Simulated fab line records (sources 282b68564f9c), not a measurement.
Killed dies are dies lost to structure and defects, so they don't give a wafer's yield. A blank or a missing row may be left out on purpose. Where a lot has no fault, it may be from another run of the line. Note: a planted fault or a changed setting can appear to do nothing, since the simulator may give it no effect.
Which tool is to blame? ; flow rit-cmos ; Sampling: 14 lots, 42 wafers, 2 of 202 route steps

== WHAT THE GAUGES SHOWED, per wafer ==
RIT_GATE_THK_MEAS_09. Usual: GATE_POLY_THK gives 249.0 nm (standard deviation 2.3).
lot;measured;on;GATE_POLY_THK (nm);flag
L727;day 2 17:16;film-metro-04;247.8 248.4 249.4;
L728;day 2 21:23;film-metro-02;247.9 247.8 249.2;
L729;day 3 02:43;film-metro-03;249.9 247.8 247.6;
L730;day 3 10:32;film-metro-03;158.8 156.2 157.9;OFF
L731;day 3 13:53;film-metro-04;159.2 157.9 156.8;OFF
L738;day 5 01:35;film-metro-04;246.6 245.7 248.6;
L740;day 5 10:49;film-metro-02;248.8 249.9 252.7;
L742;day 5 20:23;film-metro-04;250.0 247.6 246.9;
L744;day 6 07:18;film-metro-03;245.7 245.9 245.2;
L745;day 6 11:55;film-metro-04;248.5 247.4 247.3;
L746;day 6 15:09;film-metro-03;248.9 251.3 249.3;
L747;day 6 20:40;film-metro-04;250.2 247.2 249.7;
L748;day 7 02:37;film-metro-02;250.5 250.8 252.1;
L749;day 7 06:52;film-metro-02;253.8 252.6 254.8;

== WHAT TOOL EACH LOT RAN ON (gives the tool, then ch and the chambers of the sampled wafers, and finally the start) ==
lot;RIT_GATE_CVD_08
L727;lpcvd-02 ch 1, day 2 15:38
L728;lpcvd-01 ch 0, day 2 19:45
L729;lpcvd-02 ch 1, day 3 01:05
L730;lpcvd-02 ch 1, day 3 08:55
L731;lpcvd-02 ch 0, day 3 12:16
L738;lpcvd-01 ch 1, day 4 23:09
L740;lpcvd-01 ch 1, day 5 09:11
L742;lpcvd-01 ch 1, day 5 18:46
L744;lpcvd-01 ch 1, day 6 04:53
L745;lpcvd-02 ch 0, day 6 10:18
L746;lpcvd-02 ch 0, day 6 13:32
L747;lpcvd-01 ch 0, day 6 19:03
L748;lpcvd-01 ch 0, day 7 00:59
L749;lpcvd-02 ch 0, day 7 05:14
- RIT_GATE_CVD_08: deposits poly-Si from SiH4, target thk 250 nm, time 2220 s.

== AS READ BY THE TOOLS THEMSELVES (means over the sampled wafers that have a number; for cases with no such wafer, the mark the record gives instead) ==
RIT_GATE_CVD_08. Usual: pressure-mtorr 300.1 mTorr, standard deviation 0.55; sih4-flow-sccm 100.03 sccm, standard deviation 0.3; zone-power-load-pct 12.7 %, standard deviation 1.2; zone-power-source-pct 12.3 %, standard deviation 0.61.
lot;tool;pressure-mtorr (mTorr);sih4-flow-sccm (sccm);zone-power-load-pct (%);zone-power-source-pct (%);flag
L727;lpcvd-02;299.7;100.17;11.1;12.1;
L728;lpcvd-01;300.6;100.18;13.9;11.5;
L729;lpcvd-02;300.2;100.17;11.2;12.2;
L730;lpcvd-02;299.8;100.11;11.1;12.1;
L731;lpcvd-02;299.8;100.32;11.9;12.2;
L738;lpcvd-01;300.3;99.95;14.1;13.1;
L740;lpcvd-01;300.1;100.21;13.9;13.1;
L742;lpcvd-01;300.3;99.98;14.0;13.0;
L744;lpcvd-01;300.4;99.77;13.9;13.2;
L745;lpcvd-02;300.8;99.85;12.0;12.2;
L746;lpcvd-02;300.0;100.19;12.1;12.2;
L747;lpcvd-01;300.6;100.51;13.8;11.4;
L748;lpcvd-01;300.7;100.11;13.9;11.5;
L749;lpcvd-02;299.9;99.89;12.0;12.2;

== THE ANSWER, worked out from the rows above alone ==
Rule: take the mean of a lot's wafers that have a number; if it is more than 3 standard deviations from the usual mean, the lot is off. Also off: a lot with no number at a reading for which 4 or more lots have one. All remaining lots with rows at the step are treated as sound. The gauges are gone through in route order, then the tools' own readings, and for those a lot's mean is taken as printed above. The first step at which some lot is off is used, and at that step the reading that is off furthest; a lot without a number counts as furthest.
Off: L730, L731, at RIT_GATE_THK_MEAS_09 (GATE_POLY_THK).
If a tool, at a process step before that reading, ran all the lots that are off and no sound lot after the first of them, it fits. The gauges at RIT_GATE_THK_MEAS_09 are tried like those tools. No candidate that was tried fits.

== WHAT THE SIMULATOR HAD INSERTED ==
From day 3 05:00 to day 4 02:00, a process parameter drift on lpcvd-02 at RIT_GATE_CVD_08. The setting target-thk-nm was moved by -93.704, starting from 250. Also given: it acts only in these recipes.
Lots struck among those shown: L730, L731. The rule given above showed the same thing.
